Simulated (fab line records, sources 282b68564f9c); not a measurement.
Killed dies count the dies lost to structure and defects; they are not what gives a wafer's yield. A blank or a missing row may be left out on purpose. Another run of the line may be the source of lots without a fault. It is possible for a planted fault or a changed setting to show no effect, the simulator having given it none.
fab line records	flow rit-cmos
record: lots: 7	wafers: 21	last-day: 7
route steps=202 shown NWELL@38 PWELL@39 WELLDRIVE@50 NRETRO@53 M1@202
lots that met no fault: taken from a fault-free run of the same line
start-h: hours from the record's opening day to when the first of the lot's shown wafers began	wait-h: hours since the lot's step before	" same as the row above	L1.1+2: a single row standing in for several wafers	- either no value or no given start	* or withheld: withheld	< > ~ a bound
route shown NAME@n: names a module that has steps shown in the file, with the first one's number in the route	usual: mean/standard deviation of fault-free wafers	same: alike in all rows	chamber/n: place in a boat	sites: per-site readings	_std_site: standard deviation across them	_edge_site: the outer-site mean with the inner-site mean subtracted	radius-mm: for every site, how far away it sits from the centre of the wafer	mask NAME#n: copy n	behind: the most recent tool/chamber to have shaped the wafer	hold: what put the lot on hold/how long, in hours/how the hold closed	device: transistor that didn't switch, given as n, p or np	end of line: the route-end tests of the same wafers	a step without rows: its recipe alone	killed: the dies lost at the first sort to structure and to defects; this is not the yield of the wafer	map: a wafer's dies, x killed, . not, _ none there
set.NAME: the setting as run; set.NAME@STEP: as run at that earlier step	model.NAME: the simulator's own value behind a step, which no gauge read
lots at some steps of the route; a table a step, a row a wafer
services: when a tool's chamber went out of use (start-h, in hours from the record's first day, below 0 if earlier), for how many hours, and the reason
== steps ==
step: RIT_NWELL_TW_MEAS_10
usual: NWELL_TW: 2158/11
lot.wafer	tool	chamber	start-h	wait-h	NWELL_TW
L299.2	film-metro-03	-	36.15	0.1	2161
L299.3	"	-	"	"	2161
L299.4	"	-	"	"	2159
L302.4	film-metro-01	-	51.43	0.1	2161
L302.5	"	-	"	"	2156
L302.6	"	-	"	"	2149
L309.2	film-metro-01	-	85.96	0.1	2166
L309.3	"	-	"	"	2154
L309.4	"	-	"	"	2173
L310.2	film-metro-03	-	91.31	0.1	2145
L310.3	"	-	"	"	2145
L310.5	"	-	"	"	2146
L311.1	film-metro-03	-	96.52	0.1	2156
L311.2	"	-	"	"	2153
L311.6	"	-	"	"	2154
L313.1	film-metro-03	-	107.63	0.1	2143
L313.2	"	-	"	"	2153
L313.5	"	-	"	"	2162
L319.1	film-metro-01	-	137.53	0.1	2169
L319.2	"	-	"	"	2180
L319.5	"	-	"	"	2172
step: RIT_PWELL_HMDS_00
recipe: prime-time-s: 60	prime-temp-c: 140
step: RIT_PWELL_COAT_01
recipe: resist: NOVOLAK	spin-rpm: 2000	resist-thk-nm: 1300
step: RIT_PWELL_SOFTBAKE_02
recipe: resist: NOVOLAK	temp-c: 90	time-s: 60
step: RIT_PWELL_EXPOSE_03
recipe: mask-id: M3	na: 0.57	target-cd-nm: 43700	dose-mj: 250
step: RIT_PWELL_PEB_04
recipe: resist: NOVOLAK	temp-c: withheld	time-s: withheld
step: RIT_PWELL_DEVELOP_05
recipe: resist: NOVOLAK	develop-time-s: 68	dev-temp-c: 23
step: RIT_PWELL_OVL_MEAS_06
usual: PWELL_OVL: 1.4/1.3
lot.wafer	tool	chamber	start-h	wait-h	PWELL_OVL[nm]
L299.2	overlay-02	-	37.16	-	1.4
L299.3	"	-	"	"	1.9
L299.4	"	-	"	"	1.6
L302.4	overlay-02	-	52.36	-	1.2
L302.5	"	-	"	"	1.0
L302.6	"	-	"	"	2.3
L309.2	overlay-02	-	87.14	-	0.8
L309.3	"	-	"	"	2.4
L309.4	"	-	"	"	1.2
L310.2	overlay-01	-	92.25	-	2.4
L310.3	"	-	"	"	2.8
L310.5	"	-	"	"	2.7
L311.1	overlay-02	-	97.59	-	0.4
L311.2	"	-	"	"	0.6
L311.6	"	-	"	"	1.6
L313.1	overlay-02	-	108.69	-	0.0
L313.2	"	-	"	"	-0.7
L313.5	"	-	"	"	2.2
L319.1	overlay-01	-	138.47	-	4.1
L319.2	"	-	"	"	2.8
L319.5	"	-	"	"	2.8
step: RIT_PWELL_HARDBAKE_07
recipe: resist: NOVOLAK	temp-c: 140	time-s: 120
step: RIT_PWELL_IMPLANT_08
recipe: species: B	energy-kev: 167	dose-cm2: 7e+13	tilt-deg: 7
step: RIT_PWELL_STRIP_09
recipe: chemistry: O2	time-s: 180	resist: NOVOLAK	platen-temp-c: withheld	power-w: 500	pressure-mtorr: 4000	o2-flow-sccm: 4000
usual: drypump-motor-current-A: 5.6/0.52
lot.wafer	tool	chamber	start-h	wait-h	drypump-motor-current-A	rf-hours-counter-h
L299.2	plasma-asher-02	1	37.59	0.1	4.9	26
L299.3	"	1	"	"	4.9	-
L299.4	"	0	"	"	5.1	-
L302.4	plasma-asher-04	1	52.83	0.1	6.4	-
L302.5	"	1	"	"	6.4	-
L302.6	"	0	"	"	5.9	-
L309.2	plasma-asher-04	0	87.57	0.1	5.8	42
L309.3	"	0	"	"	5.8	-
L309.4	"	1	"	"	6.3	-
L310.2	plasma-asher-02	1	92.68	0.1	4.9	31
L310.3	"	1	"	"	4.9	-
L310.5	"	0	"	"	5.1	-
L311.1	plasma-asher-03	0	98.02	0.1	5.8	47
L311.2	"	1	"	"	6.1	47
L311.6	"	0	"	"	5.8	-
L313.1	plasma-asher-03	0	109.13	0.1	5.8	48
L313.2	"	1	"	"	6.0	48
L313.5	"	1	"	"	6.1	-
L319.1	plasma-asher-03	1	138.90	0.1	6.1	51
L319.2	"	0	"	"	5.8	51
L319.5	"	0	"	"	5.8	-
step: RIT_PWELL_TW_MEAS_10
usual: PWELL_TW: 961/4.9
lot.wafer	tool	chamber	start-h	wait-h	PWELL_TW
L299.2	film-metro-01	-	37.77	0.1	961
L299.3	"	-	"	"	964
L299.4	"	-	"	"	962
L302.4	film-metro-01	-	52.98	0.1	966
L302.5	"	-	"	"	964
L302.6	"	-	"	"	962
L309.2	film-metro-01	-	87.75	0.1	962
L309.3	"	-	"	"	966
L309.4	"	-	"	"	959
L310.2	film-metro-01	-	92.86	0.1	963
L310.3	"	-	"	"	962
L310.5	"	-	"	"	959
L311.1	film-metro-03	-	98.20	0.1	960
L311.2	"	-	"	"	956
L311.6	"	-	"	"	955
L313.1	film-metro-04	-	109.30	0.1	950
L313.2	"	-	"	"	959
L313.5	"	-	"	"	956
L319.1	film-metro-04	-	139.08	0.1	961
L319.2	"	-	"	"	963
L319.5	"	-	"	"	961
step: RIT_WELLDRIVE_ANNEAL_00
recipe: temp-c: 1100	time-s: 14700	ambient: N2
usual: spike-tc-centre-C: 1103.3/1.4	spike-tc-load-C: 1128/3.7	spike-tc-source-C: 1125.1/2.5	tube-center-temp-C: 1100/0.099	tube_center_temp_C_max: 1103.0/0.49
lot.wafer	tool	chamber	start-h	wait-h	spike-tc-centre-C	spike-tc-load-C	spike-tc-source-C	tube-center-temp-C	tube_center_temp_C_max
L299.2	furnace-01	0	38.48	0.7	1105.8	1128	1124.6	1099.9	1103.8
L299.3	"	0	"	"	1105.4	1127	1122.3	1099.9	1102.2
L299.4	"	0	"	"	1102.6	1129	1123.9	1100	1103.8
L302.4	furnace-03	0	53.01	0.0	1102.3	1131	1129.0	1100	1102.6
L302.5	"	0	"	"	1100.1	1132	1129.1	1100.2	1103.0
L302.6	"	0	"	"	1101.9	1131	1127.9	1100.2	1103.1
L309.2	furnace-01	0	87.99	0.2	1119.8	1144	1138.9	1114.9	1118.8
L309.3	"	0	"	"	1119.9	1145	1138.2	1115.1	1117.3
L309.4	"	0	"	"	1119.0	1143	1139.2	1115	1117.2
L310.2	furnace-01	0	93.07	0.2	1119.3	1144	1138.9	1115	1118.1
L310.3	"	0	"	"	1117.5	1145	1138.8	1114.9	1118.1
L310.5	"	0	"	"	1119.6	1142	1138.4	1115	1118.3
L311.1	furnace-01	0	98.26	0.1	1118.3	1145	1139.2	1115	1118.0
L311.2	"	0	"	"	1117.8	1142	1138.4	1114.9	1118.4
L311.6	"	0	"	"	1118.7	1144	1140.4	1115.1	1119.8
L313.1	furnace-02	0	109.36	0.1	1103.7	1122	1124.8	1100.1	1103.2
L313.2	"	0	"	"	1103.5	1124	1122.6	1100	1103.2
L313.5	"	0	"	"	1104.6	1124	1121.4	1100.2	1102.9
L319.1	furnace-02	0	139.14	0.1	1104.9	1124	1123.0	1100	1102.8
L319.2	"	0	"	"	1104.7	1123	1122.9	1100	1102.5
L319.5	"	0	"	"	1103.6	1124	1122.2	1099.9	1102.9
step: RIT_WELLDRIVE_RS_MEAS_01
recipe: thk-meas-gauge: four-point-probe
usual: NWELL_RS: 278.1/0.75
lot.wafer	tool	chamber	start-h	wait-h	NWELL_RS[ohm/sq]
L299.2	film-metro-01	-	43.58	0.0	278.7
L299.3	"	-	"	"	277.9
L299.4	"	-	"	"	277.6
L302.4	film-metro-04	-	58.15	0.1	278.9
L302.5	"	-	"	"	279.1
L302.6	"	-	"	"	279.3
L309.2	film-metro-04	-	93.09	0.0	259.9
L309.3	"	-	"	"	261.5
L309.4	"	-	"	"	261.4
L310.2	film-metro-01	-	98.17	0.0	262.9
L310.3	"	-	"	"	262.3
L310.5	"	-	"	"	262.6
L311.1	film-metro-03	-	103.34	0.0	261.7
L311.2	"	-	"	"	261.5
L311.6	"	-	"	"	261.6
L313.1	film-metro-03	-	114.45	0.0	279.2
L313.2	"	-	"	"	279.2
L313.5	"	-	"	"	279.1
L319.1	film-metro-01	-	144.22	0.0	277.6
L319.2	"	-	"	"	277.5
L319.5	"	-	"	"	277.6
step: RIT_WELLDRIVE_RS_MEAS_02
recipe: thk-meas-gauge: four-point-probe
usual: PWELL_RS: 429.8/1.5
lot.wafer	tool	chamber	start-h	wait-h	PWELL_RS[ohm/sq]
L299.2	film-metro-01	-	43.70	0.1	427.5
L299.3	"	-	"	"	429.0
L299.4	"	-	"	"	429.2
L302.4	film-metro-04	-	58.27	0.1	430.6
L302.5	"	-	"	"	430.7
L302.6	"	-	"	"	430.9
L309.2	film-metro-04	-	93.21	0.1	415.9
L309.3	"	-	"	"	415.6
L309.4	"	-	"	"	417.3
L310.2	film-metro-01	-	98.29	0.1	414.0
L310.3	"	-	"	"	414.8
L310.5	"	-	"	"	413.3
L311.1	film-metro-03	-	103.46	0.1	413.2
L311.2	"	-	"	"	414.2
L311.6	"	-	"	"	414.7
L313.1	film-metro-03	-	114.57	0.1	429.3
L313.2	"	-	"	"	428.9
L313.5	"	-	"	"	429.9
L319.1	film-metro-01	-	144.34	0.1	429.8
L319.2	"	-	"	"	430.3
L319.5	"	-	"	"	428.8
step: RIT_NRETRO_HMDS_00
recipe: prime-time-s: 60	prime-temp-c: 140
step: RIT_M1_PROBE_99
usual: killed_at_M0_to_M3: 0.0/0.12	killed-at-contacts: 0.1/0.29	killed-at-front-end: 7/3	killed-dies: 7/3	killed-open: 3.5/2	killed-short: 3.4/2
same: gross-dies: 264	killed_at_M4_up: 0	killed-at-back-side: 0	killed-at-other: 0
lot.wafer	tool	chamber	start-h	wait-h	killed_at_M0_to_M3	killed-at-contacts	killed-at-front-end	killed-dies	killed-open	killed-short	model.etest.nwell-pinched.rs-ohm-sq	model.etest.pwell-pinched.rs-ohm-sq	model.etest.pwell.rs-ohm-sq	model.etest.field-n.vt-v	model.etest.field-p-metal.vt-v	model.etest.iso-nwell-nwell.bv-v	model.etest.field-p.vt-v	model.etest.diode-pplus-nwell.bv-v
L299.2	prober-02	-	72.09	0.1	0	0	9	9	7	2	344.9	462.7	416.6	35.12	-28.68	22.19	-12.58	6.773
L299.3	prober-02	-	72.14	0.2	0	0	9	9	3	6	344.2	450.9	412.2	35.53	-28.51	22.62	-12.51	6.766
L299.4	prober-02	-	72.19	0.2	0	0	8	8	4	4	344.9	461.2	416.4	35.45	-28.94	22.33	-12.66	6.748
L302.4	prober-01	-	88.95	0.2	0	0	5	5	2	3	333.7	451.3	411.8	34.11	-30.33	22.32	-12.87	6.547
L302.5	prober-01	-	89.00	0.2	0	0	4	4	2	2	341.2	466.6	419.2	34.19	-30.1	22	-12.86	6.651
L302.6	prober-01	-	89.05	0.2	0	0	4	4	2	2	337.4	456.9	412	34.13	-30.57	22.29	-12.86	6.56
L309.2	prober-02	-	123.02	0.1	1	0	6	7	5	2	312	450.2	406.8	33.19	-31.1	22.5	-13.53	6.892
L309.3	prober-02	-	123.07	0.2	0	0	5	5	3	2	312	442.1	401.4	32.69	-30.89	23.45	-13.44	6.815
L309.4	prober-02	-	123.12	0.2	0	0	4	4	4	0	309.3	439.3	403.4	33.05	-31.93	22.98	-13.56	6.829
L310.2	prober-01	-	126.77	0.1	0	0	5	5	3	2	312.2	444	407	33.88	-30.64	22.73	-13.58	6.944
L310.3	prober-01	-	126.82	0.2	0	0	15	15	10	5	313.4	449	407.8	33.81	-31.05	22.59	-13.45	6.935
L310.5	prober-01	-	126.92	0.2	0	1	10	11	7	4	310	443.2	411.3	33.41	-31.15	22.37	-13.42	6.919
L311.1	prober-02	-	131.46	0.1	0	0	5	5	4	1	316.9	439.7	392.2	32.44	-30.57	23.29	-13.27	7.048
L311.2	prober-02	-	131.51	0.1	0	0	5	5	4	1	316.1	441.8	398	32.61	-30.49	23.07	-13.3	7.09
L311.6	prober-02	-	131.71	0.2	0	0	4	4	1	3	315.7	447.1	399.2	32.32	-30.81	22.74	-13.28	7.087
L313.1	prober-02	-	143.18	0.1	0	1	8	9	5	4	340.7	455.3	413.5	34.17	-28.2	22.43	-11.9	6.59
L313.2	prober-02	-	143.23	0.1	0	0	6	6	1	5	343.1	459.8	412.8	34.34	-27.59	22.16	-11.9	6.662
L313.5	prober-02	-	143.38	0.2	0	0	4	4	0	4	332.6	449.8	418.5	33.88	-28.88	22.24	-11.84	6.548
L319.1	prober-01	-	177.06	0.1	0	0	8	8	6	2	342.2	469.9	424.5	35.2	-28.13	22.01	-12.33	6.702
L319.2	prober-01	-	177.11	0.1	0	0	5	5	3	2	342.1	465	419.7	34.96	-28.62	22.29	-12.24	6.75
L319.5	prober-01	-	177.26	0.2	0	0	6	6	5	1	345.6	469.9	423.4	35.03	-29.02	22	-12.31	6.764
killed by level:class
L299.2 REOX:geometric-particle:open=3 SPACER:geometric-particle:open=2 FOX2:geometric-particle:open=1 GATE:geometric-particle:short=1 GATE:geometric-particle:open=1 SPACER:geometric-particle:short=1
L299.3 FOX1:geometric-particle:short=3 SILICIDE:geometric-particle:short=2 GATE:geometric-particle:open=1 REOX:geometric-particle:open=1 REOX:geometric-particle:short=1 SPACER:geometric-particle:open=1
L299.4 FOX1:geometric-particle:short=1 GATE:geometric-particle:open=1 GATE:geometric-particle:short=1 REOX:geometric-particle:open=1 SPACER:geometric-particle:short=1 SPACER:geometric-particle:open=1 SILICIDE:geometric-particle:short=1 SILICIDE:geometric-particle:open=1
L302.4 FOX2:geometric-particle:open=1 FOX2:geometric-particle:short=1 REOX:geometric-particle:short=1 SILICIDE:geometric-particle:open=1 SILICIDE:geometric-particle:short=1
L302.5 FOX2:geometric-particle:short=1 GATE:geometric-particle:short=1 REOX:geometric-particle:open=1 SILICIDE:geometric-particle:open=1
L302.6 SILICIDE:geometric-particle:short=2 GATE:geometric-particle:open=1 REOX:geometric-particle:open=1
L309.2 GATE:geometric-particle:open=2 GATE:geometric-particle:short=1 REOX:geometric-particle:open=1 SPACER:geometric-particle:open=1 SPACER:geometric-particle:short=1 M1:geometric-particle:open=1
L309.3 SPACER:geometric-particle:open=2 FOX2:geometric-particle:short=1 GATE:geometric-particle:open=1 REOX:geometric-particle:short=1
L309.4 SPACER:geometric-particle:open=2 FOX1:geometric-particle:open=1 REOX:geometric-particle:open=1
L310.2 GATE:geometric-particle:open=2 REOX:geometric-particle:short=1 SILICIDE:geometric-particle:short=1 SILICIDE:geometric-particle:open=1
L310.3 GATE:geometric-particle:open=4 FOX1:geometric-particle:open=2 SPACER:geometric-particle:open=2 FOX1:geometric-particle:short=1 FOX2:geometric-particle:short=1 GATE:geometric-particle:short=1 REOX:geometric-particle:short=1 REOX:geometric-particle:open=1
L310.5 FOX1:geometric-particle:open=3 GATE:geometric-particle:open=2 GATE:geometric-particle:short=2 SILICIDE:geometric-particle:open=2 REOX:geometric-particle:short=1 CONTACT:geometric-particle:short=1
L311.1 GATE:geometric-particle:open=3 GATE:geometric-particle:short=1 SPACER:geometric-particle:open=1
L311.2 SPACER:geometric-particle:open=2 REOX:geometric-particle:open=1 GATE:geometric-particle:short=1 SILICIDE:geometric-particle:open=1
L311.6 FOX1:geometric-particle:short=1 FOX1:geometric-particle:open=1 GATE:geometric-particle:short=1 REOX:geometric-particle:short=1
L313.1 SPACER:geometric-particle:open=2 SILICIDE:geometric-particle:short=2 FOX1:geometric-particle:open=1 FOX1:geometric-particle:short=1 GATE:geometric-particle:short=1 GATE:geometric-particle:open=1 CONTACT:geometric-particle:open=1
L313.2 FOX1:geometric-particle:short=2 GATE:geometric-particle:short=1 REOX:geometric-particle:open=1 REOX:geometric-particle:short=1 SPACER:geometric-particle:short=1
L313.5 GATE:geometric-particle:short=2 REOX:geometric-particle:short=1 SILICIDE:geometric-particle:short=1
L319.1 FOX2:geometric-particle:open=3 FOX2:geometric-particle:short=2 FOX1:geometric-particle:open=1 SPACER:geometric-particle:open=1 SILICIDE:geometric-particle:open=1
L319.2 FOX1:geometric-particle:open=2 FOX2:geometric-particle:open=1 GATE:geometric-particle:short=1 SILICIDE:geometric-particle:short=1
L319.5 GATE:geometric-particle:open=3 FOX2:geometric-particle:open=2 FOX1:geometric-particle:short=1
== services ==
tool	chamber	start-h	hours	kind
furnace-01	-	17.59	3.1	pm
plasma-asher-02	-	106.27	1.4	repair
furnace-02	-	114.45	3.5	pm
furnace-02	-	115.64	4.0	repair
== key ==
first-sign: step: RIT_WELLDRIVE_ANNEAL_00	reading: tube-center-temp-C	direction: up	sigmas: 99+	usual: *	struck: *
effect: step: RIT_WELLDRIVE_ANNEAL_00	reading: tube_center_temp_C_max	direction: up	sigmas: 31	usual: *	struck: *
effect: step: RIT_WELLDRIVE_RS_MEAS_01	reading: NWELL_RS	direction: down	sigmas: 22	usual: 278.1	struck: 261.7
effect: step: RIT_WELLDRIVE_RS_MEAS_02	reading: PWELL_RS	direction: down	sigmas: 10	usual: 429.8	struck: 414.8
model-effect: step: RIT_M1_PROBE_99	value: etest.nwell-pinched.rs-ohm-sq	without: 342.5	struck: 313.1
met-at RIT_WELLDRIVE_ANNEAL_00
struck-wafers L309.2,L309.3,L309.4,L310.2,L310.3,L310.5,L311.1,L311.2,L311.6
tester-left-out L309,L310,L311
fault: kind: process-parameter-drift	tool: furnace-01	chamber: -	onset-h: 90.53	steps: RIT_WELLDRIVE_ANNEAL_00	channel: temp-c	offset: *	shape: step	end-h: 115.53	acts-in: *	stated: *
tester-left-out: of these lots the tester's yield and bins aren't shown, on N5 and GAA mostly nor the transistor test; their killed dies are dies lost to structure and defects alone, not to doping, threshold or leakage, so they don't give the yield
